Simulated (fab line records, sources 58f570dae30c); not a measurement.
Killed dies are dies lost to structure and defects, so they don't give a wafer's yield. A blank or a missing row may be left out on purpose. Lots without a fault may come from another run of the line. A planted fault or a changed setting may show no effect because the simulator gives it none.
fab line records | flow berkeley_cmos170
record lots=14 wafers=42 last_day=13
route steps=331 shown GATE@143 PSD@183 NSD@197 SILICIDE@211
lots that met no fault: from a run of the same line without faults
start_h: hours from the record's first day to the start of the lot's first wafer shown | wait_h: hours since the lot's step before | " the same as in the row above | L1.1+2: a row that stands for several wafers | - no value, or no start given | * or withheld: withheld | < > ~ a bound
route shown NAME@n: a module of which the file shows steps, and the number in the route of the first | usual: mean/standard deviation of fault-free wafers | same: alike in all rows | chamber/n: place in a boat | sites: the reading at each site | _std_site: their standard deviation | _edge_site: outer sites' mean less inner sites' | radius_mm: how far each site lies from the wafer's centre | mask NAME#n: copy n | behind: the tool/chamber that last shaped the wafer | hold: why the lot was held/for how many hours/how that ended | device: the transistor (n, p or np) that didn't switch | end of line: the same wafers' tests at the end of the route | a step without rows: its recipe alone | killed: dies lost to structure and defects at the first sort, not the wafer's yield | map: a wafer's dies, x killed, . not, _ none there
set.NAME: the setting as run; set.NAME@STEP: as run at that earlier step | model.NAME: the simulator's own value behind a step, which no gauge read
steps of the route over a sample of lots; a table a step, a row a wafer
services: from which hour (start_h, from the record's first day; less than 0 if before it) a tool's chamber was out of use, for how many hours, and why
## steps
# step UCB170_GATE_CD_MEAS_90
# recipe target_cd_nm=350
# usual cd_nm=350.1/1.8
# columns lot.wafer tool chamber start_h wait_h cd_nm
L323.3 cd_sem-02 - 155.26 0.1 350.4
L323.5 " - " " 351.3
L323.6 " - " " 350.1
L322.2 cd_sem-01 - 155.28 0.1 351.1
L322.3 " - " " 349.7
L322.4 " - " " 349.9
L324.1 cd_sem-02 - 164.10 0.1 349.4
L324.2 " - " " 349.1
L324.5 " - " " 349.9
L325.1 cd_sem-01 - 164.34 0.1 351.0
L325.4 " - " " 350.9
L325.6 " - " " 352.9
L326.1 cd_sem-01 - 171.40 0.1 350.1
L326.2 " - " " 349.8
L326.5 " - " " 350.5
L327.2 cd_sem-02 - 171.52 0.1 350.9
L327.3 " - " " 350.0
L327.4 " - " " 349.0
L331.1 cd_sem-02 - 197.79 0.1 351.9
L331.2 " - " " 351.9
L331.6 " - " " 350.8
L330.1 cd_sem-02 - 198.18 0.1 352.0
L330.2 " - " " 349.3
L330.6 " - " " 349.0
L335.4 cd_sem-02 - 225.25 0.1 348.6
L335.5 " - " " 346.0
L335.6 " - " " 347.5
L339.2 cd_sem-01 - 237.54 0.1 352.1
L339.4 " - " " 350.1
L339.6 " - " " 351.7
L337.1 cd_sem-01 - 237.66 0.1 351.3
L337.5 " - " " 351.5
L337.6 " - " " 351.9
L338.2 cd_sem-02 - 237.89 0.2 349.0
L338.4 " - " " 349.3
L338.5 " - " " 349.3
L342.1 cd_sem-02 - 262.32 0.1 348.3
L342.2 " - " " 349.1
L342.5 " - " " 349.5
L343.3 cd_sem-01 - 275.01 0.1 347.4
L343.5 " - " " 349.1
L343.6 " - " " 350.3
# step UCB170_PSD_IMPLANT_08
# recipe species=B dose_cm2=3e+15 energy_kev=20 tilt_deg=7
# usual dose_ions_cm2=3.0001e+15/2.8e+12 end_station_pressure_torr=1.26e-05/6.7e-07 faraday_current_uA=9274/190
# columns lot.wafer tool chamber start_h wait_h dose_ions_cm2 end_station_pressure_torr faraday_current_uA
L322.2 implanter-03 0 166.91 0.0 2.9995e+15 1.22e-05 9224
L322.3 " 0 " " 2.9959e+15 1.23e-05 9366
L322.4 " 0 " " 2.9955e+15 1.36e-05 9323
L323.3 implanter-04 0 167.15 0.1 3.0017e+15 1.33e-05 9215
L323.5 " 0 " " 3.0031e+15 1.25e-05 9183
L323.6 " 0 " " 3.0032e+15 1.26e-05 9245
L325.1 implanter-04 0 176.71 0.0 2.9982e+15 1.3e-05 9462
L325.4 " 0 " " 2.9981e+15 1.28e-05 9326
L325.6 " 0 " " 2.9986e+15 1.28e-05 9483
L324.1 implanter-01 0 176.79 0.0 3.0014e+15 1.22e-05 9444
L324.2 " 0 " " 2.9971e+15 1.22e-05 9338
L324.5 " 0 " " 3.0011e+15 1.12e-05 9160
L326.1 implanter-01 0 184.85 0.0 3.001e+15 1.21e-05 9184
L326.2 " 0 " " 3.008e+15 1.28e-05 8708
L326.5 " 0 " " 3.0007e+15 1.35e-05 9112
L327.2 implanter-03 0 185.12 0.0 2.9967e+15 1.27e-05 9374
L327.3 " 0 " " 2.9958e+15 1.17e-05 9488
L327.4 " 0 " " 2.9973e+15 1.29e-05 9359
L331.1 implanter-03 0 210.46 0.0 2.9953e+15 1.29e-05 9445
L331.2 " 0 " " 3.0026e+15 1.31e-05 9154
L331.6 " 0 " " 3.0004e+15 1.3e-05 9804
L330.1 implanter-04 0 210.70 0.0 2.9972e+15 1.32e-05 9186
L330.2 " 0 " " 3.0019e+15 1.26e-05 9296
L330.6 " 0 " " 3.0018e+15 1.27e-05 9207
L335.4 implanter-01 0 239.00 0.1 1.6528e+15 9.8e-06 5198
L335.5 " 0 " " 1.6478e+15 8.6e-06 5469
L335.6 " 0 " " 1.6439e+15 8.8e-06 5172
L338.2 implanter-04 0 250.71 0.0 3.0016e+15 1.23e-05 9054
L338.4 " 0 " " 3.0047e+15 1.26e-05 9293
L338.5 " 0 " " 3.0007e+15 1.11e-05 9142
L337.1 implanter-03 0 250.87 0.0 3.0017e+15 1.35e-05 9435
L337.5 " 0 " " 3.0044e+15 1.25e-05 9372
L337.6 " 0 " " 3.0004e+15 1.23e-05 9215
L339.2 implanter-01 0 251.17 0.0 1.6494e+15 9.2e-06 5156
L339.4 " 0 " " 1.6512e+15 9.3e-06 5225
L339.6 " 0 " " 1.6458e+15 9.8e-06 5069
L342.1 implanter-04 0 279.28 0.0 3.0064e+15 1.26e-05 8982
L342.2 " 0 " " 3.0021e+15 1.31e-05 9493
L342.5 " 0 " " 3.0064e+15 1.27e-05 9667
L343.3 implanter-03 0 287.78 0.1 2.999e+15 1.3e-05 9313
L343.5 " 0 " " 3.0022e+15 1.1e-05 9748
L343.6 " 0 " " 2.9998e+15 1.18e-05 9215
# step UCB170_PSD_STRIP_09
# recipe chemistry=O2 power_w=400 pressure_mtorr=3500 platen_temp_c=withheld o2_flow_sccm=400 overash_fraction=0.5
# usual drypump_motor_current_A=5.6/0.31 oes_product_au=0.601/0.0046 strip_time_to_endpoint_s=29.37/0.07
# columns lot.wafer tool chamber start_h wait_h drypump_motor_current_A oes_product_au rf_hours_counter_h strip_time_to_endpoint_s
L322.2 plasma_asher-02 0 167.04 0.1 5.8 0.607 46 29.46
L322.3 " 0 " " 5.8 0.602 - 29.41
L322.4 " 1 " " 5.3 0.595 - 29.47
L323.3 plasma_asher-03 0 167.28 0.1 5.2 0.606 - 29.40
L323.5 " 0 " " 5.2 0.599 - 29.35
L323.6 " 1 " " 5.6 0.603 - 29.35
L325.1 plasma_asher-01 0 176.86 0.1 6.1 0.604 40 29.34
L325.4 " 1 " " 5.4 0.597 - 29.30
L325.6 " 0 " " 6.1 0.604 - 29.30
L324.1 plasma_asher-03 1 176.94 0.1 5.6 0.597 6 29.30
L324.2 " 0 " " 5.2 0.595 6 29.35
L324.5 " 0 " " 5.3 0.599 - 29.38
L326.1 plasma_asher-01 1 185.00 0.1 5.4 0.609 41 29.28
L326.2 " 0 " " 6.1 0.596 41 29.25
L326.5 " 0 " " 6.1 0.594 - 29.39
L327.2 plasma_asher-03 1 185.24 0.1 5.5 0.596 7 29.41
L327.3 " 1 " " 5.6 0.600 - 29.39
L327.4 " 0 " " 5.2 0.599 - 29.36
L331.1 plasma_asher-03 1 210.61 0.1 5.6 0.602 10 29.44
L331.2 " 0 " " 5.2 0.601 10 29.51
L331.6 " 1 " " 5.6 0.597 - 29.39
L330.1 plasma_asher-02 0 210.85 0.1 5.9 0.598 51 29.41
L330.2 " 1 " " 5.3 0.601 51 29.50
L330.6 " 1 " " 5.3 0.602 - 29.37
L335.4 plasma_asher-01 0 239.10 0.1 6.0 0.696 - 23.44
L335.5 " 0 " " 6.1 0.689 - 23.43
L335.6 " 1 " " 5.4 0.697 - 23.31
L338.2 plasma_asher-01 1 250.83 0.1 5.4 0.607 47 29.35
L338.4 " 1 " " 5.4 0.605 - 29.35
L338.5 " 0 " " 6.1 0.594 - 29.42
L337.1 plasma_asher-03 0 251.02 0.1 5.2 0.597 14 29.40
L337.5 " 1 " " 5.6 0.602 - 29.40
L337.6 " 0 " " 5.2 0.605 - 29.37
L339.2 plasma_asher-01 1 251.30 0.1 5.4 0.691 47 23.53
L339.4 " 0 " " 6.0 0.683 - 23.58
L339.6 " 1 " " 5.4 0.694 - 23.59
L342.1 plasma_asher-03 1 279.43 0.1 5.6 0.597 17 29.45
L342.2 " 0 " " 5.2 0.599 17 29.54
L342.5 " 1 " " 5.6 0.606 - 29.50
L343.3 plasma_asher-01 1 287.91 0.1 5.4 0.598 - 29.32
L343.5 " 1 " " 5.4 0.597 - 29.34
L343.6 " 0 " " 6.1 0.596 - 29.30
# step UCB170_PSD_TW_MEAS_10
# usual PSD_TW=2313/20
# columns lot.wafer tool chamber start_h wait_h PSD_TW
L322.2 film_metro-01 - 167.15 0.1 2282
L322.3 " - " " 2289
L322.4 " - " " 2287
L323.3 film_metro-04 - 167.37 0.1 2333
L323.5 " - " " 2350
L323.6 " - " " 2342
L325.1 film_metro-04 - 176.96 0.1 2332
L325.4 " - " " 2335
L325.6 " - " " 2325
L324.1 film_metro-02 - 177.04 0.1 2297
L324.2 " - " " 2319
L324.5 " - " " 2315
L326.1 film_metro-01 - 185.12 0.1 2285
L326.2 " - " " 2298
L326.5 " - " " 2300
L327.2 film_metro-01 - 185.35 0.1 2304
L327.3 " - " " 2301
L327.4 " - " " 2298
L331.1 film_metro-04 - 210.71 0.1 2319
L331.2 " - " " 2317
L331.6 " - " " 2314
L330.1 film_metro-02 - 210.95 0.1 2306
L330.2 " - " " 2327
L330.6 " - " " 2313
L335.4 film_metro-01 - 239.20 0.1 1902
L335.5 " - " " 1901
L335.6 " - " " 1899
L338.2 film_metro-04 - 250.94 0.1 2324
L338.4 " - " " 2339
L338.5 " - " " 2340
L337.1 film_metro-01 - 251.12 0.1 2292
L337.5 " - " " 2306
L337.6 " - " " 2296
L339.2 film_metro-04 - 251.41 0.1 1923
L339.4 " - " " 1931
L339.6 " - " " 1927
L342.1 film_metro-04 - 279.53 0.1 2341
L342.2 " - " " 2357
L342.5 " - " " 2355
L343.3 film_metro-04 - 288.00 0.1 2326
L343.5 " - " " 2317
L343.6 " - " " 2326
# step UCB170_NSD_TW_MEAS_10
# usual NSD_TW=4152/28
# columns lot.wafer tool chamber start_h wait_h NSD_TW
L322.2 film_metro-02 - 168.98 0.1 4173
L322.3 " - " " 4163
L322.4 " - " " 4170
L323.3 film_metro-04 - 171.25 0.1 4209
L323.5 " - " " 4212
L323.6 " - " " 4190
L325.1 film_metro-01 - 178.59 0.1 4141
L325.4 " - " " 4145
L325.6 " - " " 4136
L324.1 film_metro-02 - 178.83 0.1 4179
L324.2 " - " " 4164
L324.5 " - " " 4178
L326.1 film_metro-02 - 186.79 0.1 4170
L326.2 " - " " 4163
L326.5 " - " " 4150
L327.2 film_metro-02 - 187.19 0.1 4167
L327.3 " - " " 4150
L327.4 " - " " 4133
L331.1 film_metro-01 - 212.54 0.1 4096
L331.2 " - " " 4091
L331.6 " - " " 4085
L330.1 film_metro-04 - 212.61 0.1 4170
L330.2 " - " " 4190
L330.6 " - " " 4188
L335.4 film_metro-02 - 241.76 0.1 4164
L335.5 " - " " 4160
L335.6 " - " " 4144
L338.2 film_metro-04 - 253.03 0.1 4172
L338.4 " - " " 4203
L338.5 " - " " 4189
L337.1 film_metro-01 - 253.14 0.1 4127
L337.5 " - " " 4137
L337.6 " - " " 4151
L339.2 film_metro-02 - 253.34 0.1 4143
L339.4 " - " " 4165
L339.6 " - " " 4161
L342.1 film_metro-02 - 281.23 0.1 4136
L342.2 " - " " 4169
L342.5 " - " " 4169
L343.3 film_metro-01 - 291.53 0.1 4150
L343.5 " - " " 4131
L343.6 " - " " 4119
# step UCB170_SDANNEAL_RS_MEAS_02
# recipe thk_meas_gauge=four-point-probe
# usual PSD_RS=75.5/0.33
# columns lot.wafer tool chamber start_h wait_h PSD_RS[ohm/sq]
L322.2 film_metro-04 - 170.21 0.1 75.3
L322.3 " - " " 75.4
L322.4 " - " " 74.9
L323.3 film_metro-02 - 172.39 0.1 75.4
L323.5 " - " " 75.4
L323.6 " - " " 75.8
L325.1 film_metro-04 - 179.67 0.0 75.8
L325.4 " - " " 75.6
L325.6 " - " " 76.1
L324.1 film_metro-01 - 179.97 0.0 75.5
L324.2 " - " " 75.3
L324.5 " - " " 75.3
L326.1 film_metro-04 - 187.87 0.0 76.0
L326.2 " - " " 76.0
L326.5 " - " " 75.7
L327.2 film_metro-02 - 188.41 0.1 75.7
L327.3 " - " " 75.5
L327.4 " - " " 75.6
L331.1 film_metro-04 - 213.67 0.0 76.0
L331.2 " - " " 75.8
L331.6 " - " " 76.2
L330.1 film_metro-01 - 216.19 0.0 75.3
L330.2 " - " " 75.1
L330.6 " - " " 75.2
L335.4 film_metro-02 - 243.60 0.1 115.2
L335.5 " - " " 115.2
L335.6 " - " " 115.2
L338.2 film_metro-01 - 254.12 0.1 75.6
L338.4 " - " " 75.5
L338.5 " - " " 75.2
L337.1 film_metro-02 - 254.22 0.0 75.3
L337.5 " - " " 75.3
L337.6 " - " " 75.5
L339.2 film_metro-04 - 254.43 0.1 114.8
L339.4 " - " " 114.8
L339.6 " - " " 114.6
L342.1 film_metro-01 - 282.68 0.0 75.2
L342.2 " - " " 75.3
L342.5 " - " " 75.1
L343.3 film_metro-04 - 292.63 0.1 75.6
L343.5 " - " " 75.8
L343.6 " - " " 75.5
# step UCB170_SILICIDE_SPUTTER_01
# recipe material=Ti target_thk_nm=30 time_s=25 power_w=1500 chamber_pressure_pa=0.5
# usual throttle_valve_pct=30.0/0.98
# columns lot.wafer tool chamber start_h wait_h throttle_valve_pct
L322.2 pvd_sputter-03 - 170.75 0.0 30.7
L322.3 " - " " 29.9
L322.4 " - " " 29.1
L323.3 pvd_sputter-02 - 172.90 0.0 29.8
L323.5 " - " " 29.8
L323.6 " - " " 29.8
L325.1 pvd_sputter-03 - 180.22 0.0 32.0
L325.4 " - " " 30.6
L325.6 " - " " 30.0
L324.1 pvd_sputter-01 - 180.52 0.0 28.8
L324.2 " - " " 29.4
L324.5 " - " " 31.2
L326.1 pvd_sputter-02 - 188.42 0.0 29.5
L326.2 " - " " 30.0
L326.5 " - " " 29.6
L327.2 pvd_sputter-03 - 188.93 0.0 30.2
L327.3 " - " " 30.3
L327.4 " - " " 31.8
L331.1 pvd_sputter-03 - 214.22 0.0 30.1
L331.2 " - " " 28.9
L331.6 " - " " 29.9
L330.1 pvd_sputter-01 - 216.74 0.0 31.2
L330.2 " - " " 29.6
L330.6 " - " " 29.1
L335.4 pvd_sputter-01 - 244.09 0.0 31.2
L335.5 " - " " 31.5
L335.6 " - " " 29.5
L338.2 pvd_sputter-03 - 254.65 0.0 28.8
L338.4 " - " " 31.8
L338.5 " - " " 31.8
L337.1 pvd_sputter-01 - 254.77 0.0 29.6
L337.5 " - " " 31.3
L337.6 " - " " 31.3
L339.2 pvd_sputter-02 - 254.96 0.0 29.9
L339.4 " - " " 29.0
L339.6 " - " " 29.4
L342.1 pvd_sputter-03 - 283.24 0.0 30.6
L342.2 " - " " 28.7
L342.5 " - " " 30.0
L343.3 pvd_sputter-02 - 293.14 0.0 30.0
L343.5 " - " " 29.9
L343.6 " - " " 29.7
## services
# columns tool chamber start_h hours kind
implanter-01 - 146.35 2.0 repair
plasma_asher-03 - 148.96 0.4 repair
pvd_sputter-01 - 166.48 8.6 repair
implanter-01 - 191.05 4.2 repair
pvd_sputter-03 - 193.49 4.3 repair
implanter-04 - 202.21 2.0 repair
implanter-01 - 207.83 3.3 repair
implanter-03 - 213.37 6.4 pm
implanter-01 - 221.97 4.0 repair
pvd_sputter-02 - 246.36 1.5 repair
## key
first_sign step=UCB170_PSD_IMPLANT_08 reading=dose_ions_cm2 direction=down sigmas=99+ usual=3.0001e+15 struck=1.6485e+15
effect step=UCB170_PSD_IMPLANT_08 reading=faraday_current_uA direction=down sigmas=22 usual=9274 struck=5215
effect step=UCB170_PSD_STRIP_09 reading=strip_time_to_endpoint_s direction=down sigmas=84 usual=* struck=*
effect step=UCB170_PSD_TW_MEAS_10 reading=PSD_TW direction=down sigmas=19 usual=2313 struck=1914
effect step=UCB170_SDANNEAL_RS_MEAS_02 reading=PSD_RS direction=up sigmas=99+ usual=75.5 struck=115.0
met_at UCB170_PSD_IMPLANT_08
struck_lots L335,L339
tester_left_out L335,L339
not_acting_at UCB170_GATE_CD_MEAS_90,UCB170_NSD_TW_MEAS_10,UCB170_SILICIDE_SPUTTER_01
onset_between 184.85 239.00
fault kind=process_parameter_drift tool=implanter-01 chamber=- onset_h=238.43 steps=UCB170_PSD_IMPLANT_08 channel=dose_cm2 offset=-1.35e+15 shape=step end_h=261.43 acts_in=these_recipes_only stated=3e+15
# tester_left_out: of these lots the tester's yield and bins aren't shown, on N5 and GAA mostly nor the transistor test; their killed dies are dies lost to structure and defects alone, not to doping, threshold or leakage, so they don't give the yield
